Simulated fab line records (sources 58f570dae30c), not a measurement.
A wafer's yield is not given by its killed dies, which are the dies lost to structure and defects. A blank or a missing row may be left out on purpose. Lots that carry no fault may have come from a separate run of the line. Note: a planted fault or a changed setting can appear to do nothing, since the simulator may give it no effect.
Which tool was responsible? | flow berkeleyCmos170 | 15 lots, 45 wafers sampled, at 2 steps of a route of 331

== WHAT EACH GAUGE READ, for each wafer ==
UCB170_V2_THK_MEAS_01. Usual: for V2_TEOS_THK the level is 2000 nm and the standard deviation is 27.
lot  | measured     | on           | V2_TEOS_THK (nm)              | flag
L789 | day 8 10:16  | filmMetro-02 | 1966 1986 2010                | 
L792 | day 8 20:31  | filmMetro-01 | 1961 2022 1983                | 
L791 | day 8 20:35  | filmMetro-03 | 1993 2023 2023                | 
L790 | day 8 23:59  | filmMetro-01 | 1968 2046 2028                | 
L793 | day 9 17:37  | filmMetro-03 | 3644 3704 3685 3646 3704 3687 | OFF
L797 | day 10 07:37 | filmMetro-01 | 3634 3676 3703 3632 3674 3704 | OFF
L799 | day 10 07:51 | filmMetro-02 | 1976 1978 2030                | 
L801 | day 10 08:10 | filmMetro-03 | 3654 3664 3721 3654 3665 3722 | OFF
L802 | day 11 07:44 | filmMetro-02 | 1998 2042 1990                | 
L803 | day 11 08:22 | filmMetro-01 | 1957 1990 2008                | 
L804 | day 11 12:27 | filmMetro-03 | 1977 2014 2000                | 
L805 | day 11 22:42 | filmMetro-01 | 2001 1983 2070                | 
L806 | day 12 03:25 | filmMetro-03 | 1978 2003 1987                | 
L811 | day 12 15:18 | filmMetro-01 | 2019 2012 1999                | 
L812 | day 13 17:28 | filmMetro-02 | 1996 2020 2041                | 

== TOOL THAT RAN EACH LOT (tool first, then ch and the chambers of the sampled wafers, then the start) ==
lot  | UCB170_V2_CVD_00
L789 | pecvd-04 ch 1,2, day 8 10:06
L792 | pecvd-02 ch 0,1, day 8 20:17
L791 | pecvd-03 ch 0,1,2, day 8 20:25
L790 | pecvd-03 ch 0,1,2, day 8 23:49
L793 | pecvd-03 ch 0,2, day 9 17:27
L797 | pecvd-03 ch 0,1, day 10 07:28
L799 | pecvd-02 ch 0,2, day 10 07:41
L801 | pecvd-03 ch 1,2, day 10 07:58
L802 | pecvd-04 ch 1,2, day 11 07:33
L803 | pecvd-02 ch 0,1,2, day 11 08:13
L804 | pecvd-02 ch 0,1,2, day 11 12:17
L805 | pecvd-04 ch 0,1,2, day 11 22:33
L806 | pecvd-02 ch 0,1,2, day 12 03:16
L811 | pecvd-04 ch 0,1,2, day 12 15:09
L812 | pecvd-04 ch 0,1, day 13 17:18
- UCB170_V2_CVD_00: deposits SiO2 from TEOS/O2, target thk 2000 nm, time 250 s.

== WHAT THE TOOLS THEMSELVES READ (means of the sampled wafers that have a number; where no wafer has one, the mark that the record gives instead) ==
UCB170_V2_CVD_00. Usual: heaterPowerW 250 W, standard deviation 65; susceptorTempC 389.97 C, standard deviation 0.21.
lot  | tool     | heaterPowerW (W) | susceptorTempC (C) | flag
L789 | pecvd-04 | 303              | 389.96             | 
L792 | pecvd-02 | 253              | 389.86             | 
L791 | pecvd-03 | 240              | 389.95             | 
L790 | pecvd-03 | 233              | 389.88             | 
L793 | pecvd-03 | 234              | 389.90             | 
L797 | pecvd-03 | 162              | 389.94             | 
L799 | pecvd-02 | 285              | 389.82             | 
L801 | pecvd-03 | 230              | 389.89             | 
L802 | pecvd-04 | 294              | 390.01             | 
L803 | pecvd-02 | 292              | 390.17             | 
L804 | pecvd-02 | 260              | 389.78             | 
L805 | pecvd-04 | 317              | 390.04             | 
L806 | pecvd-02 | 281              | 389.78             | 
L811 | pecvd-04 | 261              | 390.00             | 
L812 | pecvd-04 | 291              | 389.84             | 

== THE ANSWER, worked out from the rows above alone ==
Rule: take the mean of a lot's wafers that have a number; if it is more than 3 standard deviations from the usual mean, the lot is off. Also off: a lot with no number at a reading for which 4 or more lots have one. All remaining lots with rows at the step are treated as sound. The gauges are gone through in route order, then the tools' own readings, and for those a lot's mean is taken as printed above. The first step at which some lot is off is used, and at that step the reading that is off furthest; a lot without a number counts as furthest.
Off: L793, L797, L801, seen at UCB170_V2_THK_MEAS_01 (V2_TEOS_THK).
A tool fits if, at a process step before that reading, it ran every lot that is off, and no sound lot after the first of them. The gauges at UCB170_V2_THK_MEAS_01 are tried like those tools. One fits: UCB170_V2_CVD_00 on pecvd-03. Its last sound lot is L790 (day 8 23:49), its first lot that is off L793 (day 9 17:27): a fault that began between those two fits.

== WHAT HAD BEEN PUT IN BY THE SIMULATOR ==
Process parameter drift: pecvd-03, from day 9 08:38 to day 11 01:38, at UCB170_V2_CVD_00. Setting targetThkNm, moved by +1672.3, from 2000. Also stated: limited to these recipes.
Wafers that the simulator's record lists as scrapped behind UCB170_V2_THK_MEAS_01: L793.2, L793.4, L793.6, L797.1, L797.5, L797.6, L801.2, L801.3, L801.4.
Shown lots that were struck: L793, L797, L801. The same result came from the rule above.
